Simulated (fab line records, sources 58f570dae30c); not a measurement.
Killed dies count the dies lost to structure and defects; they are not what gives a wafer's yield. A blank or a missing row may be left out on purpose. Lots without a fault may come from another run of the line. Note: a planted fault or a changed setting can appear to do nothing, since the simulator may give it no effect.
Split-lot trial ; flow berkeley cmos170 ; 5 lots, 23 wafers read, on a route of 331 steps

== THE SPLIT ==
At UCB170_PWELL_STRIP_16 (strips in O2), the setting overash fraction was moved away from the recipe's 0.5 on 7 of the 23 wafers read, by +10.7% to +26.1%. This setting was run at the recipe's value on the other wafers.

Reading taken at the split's own step.

== THE READING ==
oes product au, in a.u., at UCB170_PWELL_STRIP_16 (strips in O2). Fault-free wafers of this fab line usually give 0.721 a.u., standard deviation 0.0043 a.u.

wafer;tool, chamber at the split;overash fraction as run;against the recipe;oes product au, a.u.;against lot-mates on the recipe
L075.1;plasma asher-03, 0;0.5537;+10.7%;0.709;-0.013
L075.2;plasma asher-03, 1;0.5;recipe;0.720;-
L075.4;plasma asher-03, 0;0.5;recipe;0.730;-
L075.5;plasma asher-03, 0;0.5537;+10.7%;0.706;-0.016
L075.6;plasma asher-03, 1;0.5;recipe;0.716;-
L078.1;plasma asher-04, 0;0.5643;+12.9%;0.707;-0.017
L078.3;plasma asher-04, 0;0.5643;+12.9%;0.705;-0.019
L078.4;plasma asher-04, 1;0.5;recipe;0.725;-
L078.5;plasma asher-04, 0;0.5;recipe;0.722;-
L078.6;plasma asher-04, 1;0.5643;+12.9%;0.705;-0.019
L080.1;plasma asher-01, 0;0.5;recipe;0.713;-
L080.2;plasma asher-01, 1;0.5;recipe;0.721;-
L080.4;plasma asher-01, 0;0.5;recipe;0.715;-
L080.5;plasma asher-01, 1;0.5;recipe;0.717;-
L080.6;plasma asher-01, 0;0.5;recipe;0.717;-
L084.1;plasma asher-01, 1;0.5;recipe;0.726;-
L084.2;plasma asher-01, 0;0.5;recipe;0.716;-
L084.3;plasma asher-01, 1;0.6304;+26.1%;0.683;-0.038
L084.5;plasma asher-01, 1;0.5;recipe;0.720;-
L084.6;plasma asher-01, 0;0.6304;+26.1%;0.679;-0.042
L083.3;plasma asher-04, 0;0.5;recipe;0.722;-
L083.4;plasma asher-04, 1;0.5;recipe;0.718;-
L083.5;plasma asher-04, 1;0.5;recipe;0.716;-

FIT RESULTS
A straight line over all 23 wafers: oes product au changes by -0.00137 a.u. for each +1% of overash fraction; r = -0.94; the points scatter about the line by 0.0043 a.u.
The same after taking each lot's own level away (the mean of its wafers on the recipe; 23 wafers): -0.00148 a.u. for each +1%; r = -0.97; scatter 0.0034 a.u.
Per that fit: largest overash fraction move, reading shift of 0.039 a.u.
Measured against the standard deviation above, the lots' own levels, which go from 0.7166 to 0.7235 a.u., span 1.6 times it.
The two slopes agree, so the slope changes little with the lot-to-lot level.
Check: -0.0388 a.u. against its lot-mates is what the line predicts for one of the wafers moved furthest among these (+26.1%) when that wafer is left out of the fit. It came out at -0.0377 a.u. against them.
Tool readings at the split's step, against how far the setting was moved: oes product au r = -0.94.

== OTHER SPLITS ON THESE WAFERS ==
Other splits were also applied to these wafers ahead of the reading. Each is held against what the fit with the lots' levels taken away leaves over:
other split on the same wafers;wafers away from the commonest value;r with oes product au (lot level and that fit taken away)
UCB170_START_OXIDATION_02 temp c;15;+0.01
UCB170_PWELL_OXIDATION_02 ox time s;18;-0.04
UCB170_PWELL_ANNEAL_04 time s;18;+0.05

== THE FILE'S OWN FIT ==
oes product au changes by -0.00149 a.u. for each +1% of overash fraction, r = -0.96.
